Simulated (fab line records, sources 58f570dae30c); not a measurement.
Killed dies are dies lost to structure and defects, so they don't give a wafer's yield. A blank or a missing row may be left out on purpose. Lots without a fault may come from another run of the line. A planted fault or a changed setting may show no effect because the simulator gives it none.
Tool commonality check | flow berkeley_cmos170 | 15 lots, 45 wafers sampled

WHY IT WAS OPENED
At UCB170_CONTACT_OVL_MEAS_16 the reading CONTACT_OVL is flagged on 3 of 15 lots. Wafers without a fault read -3 nm, standard deviation 6.9.
Rule: a lot is flagged when every wafer of it that has a number lies more than 4 standard deviations from that mean, or none has a number. The other lots count as sound.

lot  | measured     | on         | CONTACT_OVL (nm), wafer by wafer | flag
L872 | day 6 19:44  | overlay-02 | -15 -11 -12                      |
L874 | day 7 10:29  | overlay-02 | -5 -8 -6                         |
L877 | day 7 15:49  | overlay-01 | 2 -1 4                           |
L876 | day 7 16:06  | overlay-01 | 3 8 7                            |
L878 | day 8 04:10  | overlay-01 | 2 -4 -15                         |
L879 | day 8 14:30  | overlay-02 | -8 -8 -13                        |
L880 | day 8 14:47  | overlay-02 | -9 -4 1                          |
L881 | day 8 17:41  | overlay-02 | -9 0 -4                          |
L885 | day 9 02:52  | overlay-01 | -1 1 -2                          |
L886 | day 9 22:23  | overlay-02 | 6 5 2                            |
L887 | day 10 02:00 | overlay-01 | 262 247 253                      | FLAGGED
L888 | day 10 08:37 | overlay-01 | -1 4 -6                          |
L890 | day 10 08:43 | overlay-02 | 261 252 259                      | FLAGGED
L892 | day 11 09:19 | overlay-01 | 246 252 253                      | FLAGGED
L893 | day 11 10:30 | overlay-01 | -6 -3 -2                         |
The numbers of the flagged lots are 254 nm on average: +257 nm against the usual, or +37 standard deviations.

WHICH TOOL RAN EACH LOT
The record holds 1 process step before the reading, out of a route of 331 steps. In each cell: the tool, then ch and the chambers that the sampled wafers went through, then the start.
lot  | flag    | UCB170_CONTACT_EXPOSE_12
L872 |         | krf_scanner-02 ch 0, day 6 19:13
L874 |         | krf_scanner-02 ch 0, day 7 09:20
L877 |         | krf_scanner-02 ch 0, day 7 15:17
L876 |         | krf_scanner-01 ch 0, day 7 15:34
L878 |         | krf_scanner-02 ch 0, day 8 03:22
L879 |         | krf_scanner-02 ch 0, day 8 13:32
L880 |         | krf_scanner-02 ch 0, day 8 13:39
L881 |         | krf_scanner-02 ch 0, day 8 17:11
L885 |         | krf_scanner-02 ch 0, day 9 02:20
L886 |         | krf_scanner-01 ch 0, day 9 21:48
L887 | FLAGGED | krf_scanner-02 ch 0, day 10 01:17
L888 |         | krf_scanner-01 ch 0, day 10 07:53
L890 | FLAGGED | krf_scanner-02 ch 0, day 10 08:10
L892 | FLAGGED | krf_scanner-02 ch 0, day 11 08:50
L893 |         | krf_scanner-01 ch 0, day 11 10:01
What these steps do:
- UCB170_CONTACT_EXPOSE_12: exposes mask CONT, target cd 700 nm.
- UCB170_CONTACT_OVL_MEAS_16

FLAGGED OVER TOTAL, TOOL BY TOOL (the gauges that took the reading come last)
step                       | tool           | lots run | flagged | share of the flagged lots | sound lots run after its first flagged lot
UCB170_CONTACT_EXPOSE_12   | krf_scanner-01 | 4        | 0       | none                      | -
UCB170_CONTACT_EXPOSE_12   | krf_scanner-02 | 11       | 3       | all                       | 0
UCB170_CONTACT_OVL_MEAS_16 | overlay-01     | 8        | 2       | some                      | 2 (L888,L893)
UCB170_CONTACT_OVL_MEAS_16 | overlay-02     | 7        | 1       | some                      | 0

WHAT THE TABLE ALLOWS
1 row of the table ran every flagged lot: krf_scanner-02 at UCB170_CONTACT_EXPOSE_12.
- krf_scanner-02 at UCB170_CONTACT_EXPOSE_12: 3 of its 11 lots flagged. Its last sound lot is L885 (day 9 02:20), its first flagged lot L887 (day 10 01:17): a fault that began between those two fits.
One tool is left: krf_scanner-02 at UCB170_CONTACT_EXPOSE_12.

WHAT THE SIMULATOR HAD PUT IN
Scanner matching overlay: krf_scanner-02, from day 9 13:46 on, at UCB170_CONTACT_EXPOSE_12. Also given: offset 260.
Lots struck among those shown: L887, L890, L892. The rule above found the same.
